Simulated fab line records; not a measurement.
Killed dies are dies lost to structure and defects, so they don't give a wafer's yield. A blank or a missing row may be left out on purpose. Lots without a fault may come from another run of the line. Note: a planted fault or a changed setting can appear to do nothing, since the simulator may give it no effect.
A lot that was struck, set against a sound lot | flow rit_cmos | 15 steps out of a route of 202
Sound: these wafers, L597.1, L597.4, L597.5. The struck wafers were L606.2, L606.5, L606.6. Last of all comes the cause.
At each step with rows: each side's tool, then ch and its chambers, then its first start. Under that, the readings that differ: sound wafers | struck wafers | difference of the means | sigmas: that difference in standard deviations of wafers without a fault.
alike: same words and numbers on both sides, and readings whose means sit less than 2 such deviations apart. not compared: any withheld reading, any reading some wafer has no value for, any bound like >300 that may hide the same value, and any number with overlapping values for which the record gives no deviation.
The two part at a step that has a row with sigmas, a row that says differs or no value, or rows on one side only. Numbers that don't overlap but have no deviation are shown without sigmas and don't part them. A reading missing from all wafers of one side parts the sides only when that side holds two or more wafers.

RIT_NSD_OVL_MEAS_06:
  sound on overlay-02 at day 3 05:14; struck on overlay-02 at day 5 00:20
  alike: NSD_OVL
then, 2 steps without rows for these wafers: RIT_NSD_HARDBAKE_07 (time 60 s); RIT_NSD_IMPLANT_08.
RIT_NSD_STRIP_09: strips in O2, time 180 s.
  sound on plasma_asher-01 ch 0, day 3 05:35; struck on plasma_asher-01 ch 0,1, day 5 00:40
  alike: drypump_motor_current_A
  not compared: rf_hours_counter_h
RIT_NSD_TW_MEAS_10:
  sound on film_metro-01 at day 3 05:46; struck on film_metro-01 at day 5 00:52
  alike: NSD_TW
then, 6 steps without rows for these wafers: RIT_PSD_HMDS_00 (prime time 60 s); RIT_PSD_COAT_01 (resist thk 1000 nm); RIT_PSD_SOFTBAKE_02 (time 60 s); RIT_PSD_EXPOSE_03 (exposes mask M10, target cd 40900 nm); RIT_PSD_PEB_04; RIT_PSD_DEVELOP_05 (develop time 50 s).
RIT_PSD_OVL_MEAS_06:
  sound on overlay-01 at day 3 06:40; struck on overlay-01 at day 5 01:58
  alike: PSD_OVL
RIT_PSD_HARDBAKE_07: time 60 s.
  sound on litho_track-01 ch 0, day 3 06:43; struck on litho_track-04 ch 0, day 5 02:01
  reading                                  | sound                | struck               | difference | sigmas
  heater_power_total_W (W)                 | 62.52 62.54 62.55    | 55.84 55.96 55.89    | -6.64      | -99 or more
  plate_temp_C (C)                         | 140.16 140.12 140.16 | 128.49 128.71 128.47 | -11.59     | -83
  model.NOVOLAK_of_PSD_COAT_01.thk_nm (nm) | 886.1 885.5 882.3    | 907.6 907.4 907.6    | +22.9      |
  alike: chill_plate_temp_C, exhaust_pa, resist_line_temp_C
next, for these wafers, 1 step has no rows: RIT_PSD_IMPLANT_08.
RIT_M1_PROBE_99:
  sound on prober-01 at day 3 16:27; struck on prober-02 at day 5 10:28
  alike: killed_at_contacts, killed_at_front_end, killed_dies, killed_open, killed_short

== WHERE THEY PART ==
Within this record, at RIT_PSD_HARDBAKE_07 only. Later steps at which nothing parts them and some readings are alike: RIT_M1_PROBE_99.

WHY: what had been put in by the simulator
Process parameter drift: litho_track-04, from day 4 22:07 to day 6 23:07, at RIT_PSD_HARDBAKE_07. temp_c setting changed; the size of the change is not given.
